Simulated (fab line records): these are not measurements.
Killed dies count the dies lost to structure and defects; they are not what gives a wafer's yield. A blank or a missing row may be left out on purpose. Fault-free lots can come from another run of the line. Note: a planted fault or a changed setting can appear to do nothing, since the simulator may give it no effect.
Struck lot and sound lot, side by side ; flow rit_cmos ; 44 out of 202 route steps
Sound: the wafers L383.4, L383.5, L383.6. Struck: wafers L392.2, L392.4, L392.6. The cause is given at the end.
Per side, at each step with rows, come the tool, then ch with its chambers, and then its first start. Under that, the readings that differ: sound wafers ; struck wafers ; difference of the means ; sigmas: that difference in standard deviations of wafers without a fault.
alike: readings with means less than 2 such deviations apart, plus words and numbers identical on both sides. not compared: withheld readings, readings lacking a value on some wafer, bounds such as >300 that could conceal the same value, and numbers that have no deviation in the record and whose values overlap.
The two part at a step that has a row with sigmas, a row that says differs or no value, or rows on one side only. When numbers do not overlap yet have no deviation, they are printed without sigmas and do not part them. A reading missing from all wafers of one side parts the sides only when that side holds two or more wafers.

first, 3 steps without rows for these wafers: RIT_REOX_CLEAN_01 (cleans in dHF, time 30 s); RIT_REOX_CLEAN_02 (cleans in SC2, time 600 s); RIT_REOX_OXIDATION_03 (target thk 25.2 nm, ox time 5580 s).
RIT_REOX_THK_MEAS_04:
  sound on film_metro-04 at day 4 03:15; struck on film_metro-02 at day 5 20:29
  alike: REOX_OXIDE_THK
then, 6 steps without rows for these wafers: RIT_NLDD_HMDS_00 (prime time 60 s); RIT_NLDD_COAT_01 (resist thk 1000 nm); RIT_NLDD_SOFTBAKE_02 (time 60 s); RIT_NLDD_EXPOSE_03 (exposes mask M7, target cd 40700 nm); RIT_NLDD_PEB_04; RIT_NLDD_DEVELOP_05 (develop time 50 s).
RIT_NLDD_OVL_MEAS_06:
  sound on overlay-02 at day 4 04:13; struck on overlay-01 at day 5 21:23
  alike: NLDD_OVL
then, 1 step without rows for these wafers: RIT_NLDD_HARDBAKE_07 (time 60 s).
RIT_NLDD_IMPLANT_08:
  sound on implanter-02 ch 0, day 4 04:27; struck on implanter-02 ch 0, day 5 21:35
  alike: end_station_pressure_torr, faraday_current_uA
RIT_NLDD_STRIP_09: strips in O2, time 180 s.
  sound on plasma_asher-03 ch 0,1, day 4 04:35; struck on plasma_asher-02 ch 0,1, day 5 21:43
  alike: drypump_motor_current_A
  not compared: rf_hours_counter_h
RIT_NLDD_TW_MEAS_10:
  sound on film_metro-03 at day 4 04:44; struck on film_metro-03 at day 5 21:54
reading;sound;struck;difference;sigmas
NLDD_TW;2477 2480 2476;2301 2304 2281;-182;-6
then, 6 steps without rows for these wafers: RIT_PLDD_HMDS_00 (prime time 60 s); RIT_PLDD_COAT_01 (resist thk 1000 nm); RIT_PLDD_SOFTBAKE_02 (time 60 s); RIT_PLDD_EXPOSE_03 (exposes mask M8, target cd 40900 nm); RIT_PLDD_PEB_04; RIT_PLDD_DEVELOP_05 (develop time 50 s).
RIT_PLDD_OVL_MEAS_06:
  sound on overlay-02 at day 4 05:57; struck on overlay-02 at day 5 22:56
  alike: PLDD_OVL
then, 2 steps without rows for these wafers: RIT_PLDD_HARDBAKE_07 (time 60 s); RIT_PLDD_IMPLANT_08.
RIT_PLDD_STRIP_09: strips in O2, time 180 s.
  sound on plasma_asher-04 ch 0,1, day 4 06:28; struck on plasma_asher-01 ch 0, day 5 23:16
  alike: drypump_motor_current_A
  not compared: rf_hours_counter_h
RIT_PLDD_TW_MEAS_10:
  sound on film_metro-01 at day 4 06:36; struck on film_metro-03 at day 5 23:26
  alike: PLDD_TW
then, 4 steps without rows for these wafers: RIT_SPACER_CLEAN_00 (cleans in SC1, time 600 s); RIT_SPACER_CLEAN_01 (cleans in dHF, time 30 s); RIT_SPACER_CLEAN_02 (cleans in SC2, time 600 s); RIT_SPACER_CVD_03 (deposits Si3N4 from SiH2Cl2/NH3, target thk 250 nm, time 3300 s).
RIT_SPACER_THK_MEAS_04:
  sound on film_metro-04 at day 4 08:58; struck on film_metro-04 at day 6 02:45
  alike: SPACER_NITRIDE_THK
RIT_SPACER_ETCHBACK_05: etches Si3N4 in SF6/CHF3, stops on SiO2, target depth 250 nm, time 240 s.
  sound on rie_diel-04 ch 0,1, day 4 08:59; struck on rie_diel-04 ch 0,1,3, day 6 02:48
  alike: drypump_motor_current_A, oes_product_au, throttle_valve_pct
  not compared: rf_hours_counter_h
then, 6 steps without rows for these wafers: RIT_NSD_HMDS_00 (prime time 60 s); RIT_NSD_COAT_01 (resist thk 1000 nm); RIT_NSD_SOFTBAKE_02 (time 60 s); RIT_NSD_EXPOSE_03 (exposes mask M9, target cd 40700 nm); RIT_NSD_PEB_04; RIT_NSD_DEVELOP_05 (develop time 50 s).
RIT_NSD_OVL_MEAS_06:
  sound on overlay-02 at day 4 10:01; struck on overlay-02 at day 6 04:01
  alike: NSD_OVL
then, 2 steps without rows for these wafers: RIT_NSD_HARDBAKE_07 (time 60 s); RIT_NSD_IMPLANT_08.
RIT_NSD_STRIP_09: strips in O2, time 180 s.
  sound on plasma_asher-02 ch 0,1, day 4 10:23; struck on plasma_asher-02 ch 0,1, day 6 04:20
  alike: drypump_motor_current_A
  not compared: rf_hours_counter_h
RIT_SDANNEAL_RS_MEAS_07: the measuring method here is four-point-probe.
  sound on film_metro-03 at day 4 13:00; struck on film_metro-01 at day 6 06:48
reading;sound;struck;difference;sigmas
NLDD_RS (ohm/sq);152.1 151.6 152.0;185.4 185.3 185.3;+33.4;+63
RIT_M1_PROBE_99:
  sound on prober-01 at day 4 20:00; struck on prober-02 at day 6 13:52
reading;sound;struck;difference;sigmas
killed_at_M0_to_M3;1 0 0;0 0 0;+0;-2
model.etest.nldd.rs_ohm_sq_range;9.857 13.54 8.923;175.5 170 172.3;+161.8;
model.etest.nmos_0p3.r_on_ohm_um;2150 2207 2172;2393 2310 2290;+155;
model.etest.nmos_0p15.r_on_ohm_um;1106 1216 1136;1364 1283 1237;+142;
model.etest.nldd.rs_ohm_sq;390 389.7 389.1;480.1 476.8 477.6;+88.6;
model.etest.nldd.rs_ohm_sq_rim_less_centre;-7.307 -3.868 -1.713;-83.87 -79.75 -83.86;-78.20;
model.etest.nmos_turned.drive_ua_um;332.5 321.8 319;237 246 244.9;-82;
model.etest.nmos_0p15.drive_ua_um_range;14.34 9.279 12.46;75.74 70.28 73.61;+61.18;
model.etest.nmos_0p15.drive_ua_um;487.6 469.3 471.1;424.4 434.4 438.7;-43.5;
  alike: killed_at_contacts, killed_at_front_end, killed_dies, killed_open, killed_short

## WHERE THEY PART
First at RIT_NLDD_TW_MEAS_10; last, within this record, at RIT_M1_PROBE_99.

WHY: what the simulator had put in
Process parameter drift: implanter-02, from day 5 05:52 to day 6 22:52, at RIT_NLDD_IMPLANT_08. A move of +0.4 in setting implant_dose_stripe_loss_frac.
